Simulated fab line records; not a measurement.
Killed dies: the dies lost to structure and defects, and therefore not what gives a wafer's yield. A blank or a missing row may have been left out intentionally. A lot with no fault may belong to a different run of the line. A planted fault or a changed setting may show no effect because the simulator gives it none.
8D (eight disciplines) problem report, filled in by code :: flow ritCmos :: the parts of the form that need people (team, actions taken, sign-off) are left out

== 1. THE ISSUE ==
PWELL_RS at RIT_WELLDRIVE_RS_MEAS_02 reads a mean of 404.6 ohm/sq on 6 wafers of 2 lots; wafers without a fault read 429.5 ohm/sq with a standard deviation of 1.2. That is -21 standard deviations from the usual mean.
The step: measures by four-point-probe.
Earliest sighting: wafer L656.1 on filmMetro-03 at day 5 22:13. Wafers with a number at this step in the record: 42, from 14 lots. The rule behind "out" and "out of limits": a value lying over 4 standard deviations away from the usual mean. Any other wafer with a number is counted as sound.

== 2. WHAT THIS IS AND IS NOT ==
question: which readings at this step
is: PWELL_RS
is not: -

question: which lots
is: L656, L657
is not: L639, L640, L641, L642, L644, L645, L646, L649, L650, L655, L660, L661

question: which wafers of those lots
is: all that have a number
is not: -

question: read on which gauges
is: filmMetro-03
is not: filmMetro-01, filmMetro-02

question: when
is: from day 5 22:13
is not: up to then (30 sound wafers); but 6 sound wafers of L660, L661 came after

== 3. WHAT RULES OUT EACH SUSPECT ==
Counting: a tool at a process step up to the reading stays a suspect if it ran every lot that is out and no sound lot after the first of them.
- the gauge at RIT_WELLDRIVE_RS_MEAS_02 has been ruled out. All the wafers that are out were read on filmMetro-03, but those of them that RIT_PWELL_IMPLANT_08 has rows for are out there too, on other tools.
- implanter-03 at RIT_PWELL_IMPLANT_08: kept. It processed each lot that is out, first L656 at day 5 16:08, and no sound lot thereafter; up to then, the last sound lot it processed was L655 at day 5 12:07. On those wafers its own readings are out: doseIonsCm2.
Remaining after the count: implanter-03 at RIT_PWELL_IMPLANT_08.

== 4. THE CAUSE (what the simulator had put in) ==
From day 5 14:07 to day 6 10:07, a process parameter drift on implanter-03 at RIT_PWELL_IMPLANT_08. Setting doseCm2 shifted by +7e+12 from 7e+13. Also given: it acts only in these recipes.
This tool alone remained once counting was done.

== 5. THE EFFECT CHAIN, in route order ==
Rows list readings where the struck wafers' mean (over those with a number) sits beyond 3 standard deviations from the usual. Only readings whose record carries a usual standard deviation are examined. hours: median over the lots of the time between each lot's start at the first step of this table that gives one and its start at this step. sigmas: the change, counted in usual standard deviations.
hours: 0
step: RIT_PWELL_IMPLANT_08
reading: doseIonsCm2
usual: 7.001e+13
on struck wafers: 7.712e+13
change: +7.108e+12
sigmas: +86

hours: 0
step: RIT_PWELL_IMPLANT_08
reading: faradayCurrentUA
usual: 221
on struck wafers: 242
change: +22
sigmas: +5.5

hours: 6
step: RIT_WELLDRIVE_RS_MEAS_02
reading: PWELL_RS
usual: 429.5 ohm/sq
on struck wafers: 404.6
change: -24.9
sigmas: -21
The process steps in it:
- RIT_PWELL_IMPLANT_08

== 6. HOW IT WOULD HAVE BEEN CAUGHT EARLIER ==
In this record the first reading out of limits at a measuring or inspecting step was taken at day 5 22:13, 8 hours after the fault began at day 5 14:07.
Tool's own readings at RIT_PWELL_IMPLANT_08, doseIonsCm2: out on all struck wafers the step has rows for; an alarm limit on them would have tripped on the first.
Of the lots that are out (2), L657 began RIT_PWELL_IMPLANT_08 on implanter-03 after day 5 22:13. Putting the tool on hold at that point would have spared it.
